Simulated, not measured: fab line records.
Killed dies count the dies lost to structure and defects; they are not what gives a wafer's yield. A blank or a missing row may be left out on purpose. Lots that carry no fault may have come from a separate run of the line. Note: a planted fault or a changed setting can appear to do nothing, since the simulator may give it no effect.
Problem report in the 8D (eight disciplines) form, filled by code	flow rit cmos	the parts of the form that need people (team, actions taken, sign-off) are left out

== 1. THE PROBLEM ==
At RIT_ACTIVE_SOFTBAKE_07, run length s averages 81.58 s over 6 wafers from 2 lots, while fault-free wafers read 88.89 s, standard deviation 0.17. Relative to the usual mean, that is a shift of -43 standard deviations.
The step: time 60 s.
The first sign was on wafer L488.1 at day 4 03:55, on litho track-04. Wafers with a number at this step in the record: 42, from 14 lots. The rule behind "out" and "out of limits": a value lying over 4 standard deviations away from the usual mean. The other wafers with a number count as sound.

== 2. WHAT IT IS; WHAT IT IS NOT ==
question	is	is not
which readings at this step	run length s, heater power total W	-
which lots	L488, L490	L476, L477, L478, L480, L481, L482, L484, L492, L493, L495, L496, L499
which wafers of those lots	all that have a number	-
read on which tools	litho track-04	litho track-01, litho track-03
when	from day 4 03:55	up to then (21 sound wafers); but 15 sound wafers of L492, L493, L495, L496, L499 came after

== 3. WHAT RULES OUT EACH SUSPECT ==
Counting: any tool at a process step up to the reading is kept as a suspect provided that every lot that is out went through it and no sound lot did after the first of them.
- litho track-04 at RIT_ACTIVE_SOFTBAKE_07 (time 60 s): kept. It processed each lot that is out, first L488 at day 4 03:55, and no sound lot thereafter; up to then, the last sound lot it processed was L482 at day 2 20:59. Out on those wafers are its own readings of heater power total W, run length s.
Left after counting: litho track-04 at RIT_ACTIVE_SOFTBAKE_07.

== 4. THE CAUSE (what the simulator had put in) ==
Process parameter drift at RIT_ACTIVE_SOFTBAKE_07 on litho track-04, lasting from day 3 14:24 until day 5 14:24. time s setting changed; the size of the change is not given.
After counting, this tool was the only one left.

== 5. SEQUENCE OF EFFECTS, ordered by route ==
Rows list readings where the struck wafers' mean (over those with a number) sits beyond 3 standard deviations from the usual. Only readings whose record carries a usual standard deviation are examined. hours: median over the lots of the time between each lot's start at the first step of this table that gives one and its start at this step. sigmas: the change, counted in usual standard deviations.
hours	step	reading	usual	on struck wafers	change	sigmas
0	RIT_ACTIVE_SOFTBAKE_07	heater power total W	34.56 W	35.93	+1.37	+27
0	RIT_ACTIVE_SOFTBAKE_07	run length s	88.89 s	81.58	-7.31	-43
Process steps it contains:
- RIT_ACTIVE_SOFTBAKE_07: time 60 s.

== 6. HOW IT WOULD HAVE BEEN CAUGHT EARLIER ==
In this record the first reading out of limits was taken at day 4 03:55, 14 hours after the fault began at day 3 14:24.
